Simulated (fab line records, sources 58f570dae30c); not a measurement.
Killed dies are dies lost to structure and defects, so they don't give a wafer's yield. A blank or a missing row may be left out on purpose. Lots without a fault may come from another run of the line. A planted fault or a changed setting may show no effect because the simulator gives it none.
One fault seen from 2 desks | flow berkeley_cmos170 | each desk has only its own numbers; what lay behind them comes last

THE METROLOGY DESK
What the gauges read, lot by lot, whatever tool the lot ran on: means of the sampled wafers that have a number. A lot is out of limits, marked OUT, if its mean lies more than 4 standard deviations from the usual mean; the brackets give that distance.
Columns: A = INCOMING_BOW at UCB170_START_BOW_MEAS_00, usual 0 um; B = PFIELD_TW at UCB170_PFIELD_TW_MEAS_09, usual 600
lot  | first seen here | A   | B
L636 | day 1 10:02     | 1   | 601
L640 | day 2 06:00     | -1  | 603
L641 | day 2 11:00     | 0   | 598
L642 | day 2 16:02     | -2  | 602
L644 | day 3 02:01     | -4  | 599
L646 | day 3 12:00     | -2  | 603
L648 | day 3 22:02     | -1  | 602
L649 | day 4 03:00     | -1  | 598
L651 | day 4 13:00     | -3  | 600
L652 | day 4 18:00     | 1   | 603
L656 | day 5 14:02     | -2  | 594
L657 | day 5 19:05     | 4   | 598
L658 | day 6 00:02     | -10 | 596
L659 | day 6 05:02     | 3   | 605
This desk's finding: nothing out of limits on any of the 14 lots.

THE TOOL OWNER'S DESK: plasma_asher-01
The tool's own readings at UCB170_PSD_STRIP_09 (strips in O2): means of the sampled wafers that have a number, for each lot that ran on this tool. A lot is out of limits, marked OUT, if its mean lies more than 4 standard deviations from the usual mean; the brackets give that distance.
Columns: A = chamber_pressure_mTorr at UCB170_PSD_STRIP_09, usual 3500 mTorr; B = drypump_motor_current_A at UCB170_PSD_STRIP_09, usual 5.82 A; C = oes_product_au at UCB170_PSD_STRIP_09, usual 0.600 a.u.; D = strip_time_to_endpoint_s at UCB170_PSD_STRIP_09, usual 29.42 s
lot  | first seen here | A                      | B    | C     | D
L636 | day 6 16:53     | 3502                   | 5.86 | 0.602 | 29.43
L641 | day 7 11:31     | 3503                   | 5.91 | 0.607 | 29.38
L646 | day 8 14:29     | 3501                   | 5.85 | 0.599 | 29.42
L651 | day 9 17:21     | 3498                   | 5.89 | 0.601 | 29.47
L652 | day 10 01:25    | 3500                   | 5.87 | 0.599 | 29.43
L656 | day 10 22:31    | 2797 (-99 or more) OUT | 5.83 | 0.591 | 29.41
L657 | day 10 22:46    | 2803 (-99 or more) OUT | 5.83 | 0.591 | 29.53
This desk's finding: out of limits on L656, L657; first on L656, day 10 22:31 (chamber_pressure_mTorr at UCB170_PSD_STRIP_09). In limits: L636, L641, L646, L651, L652.

PUT TOGETHER
The tool owner's desk could have raised an alarm at day 10 22:31, on L656, L657.
The metrology desk saw nothing out of limits.
The metrology desk has L656, L657 on record, within its limits.
Of the lots named, all ran UCB170_PSD_STRIP_09 on plasma_asher-01.

WHAT THE SIMULATOR HAD PUT IN
Process parameter drift: plasma_asher-01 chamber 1, from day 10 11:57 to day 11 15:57, at UCB170_PSD_STRIP_09. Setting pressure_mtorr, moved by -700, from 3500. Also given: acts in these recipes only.
Lots struck among those shown: L656, L657.
Hours from the fault's start to each desk's first reading out of limits: the tool owner's desk, 11.
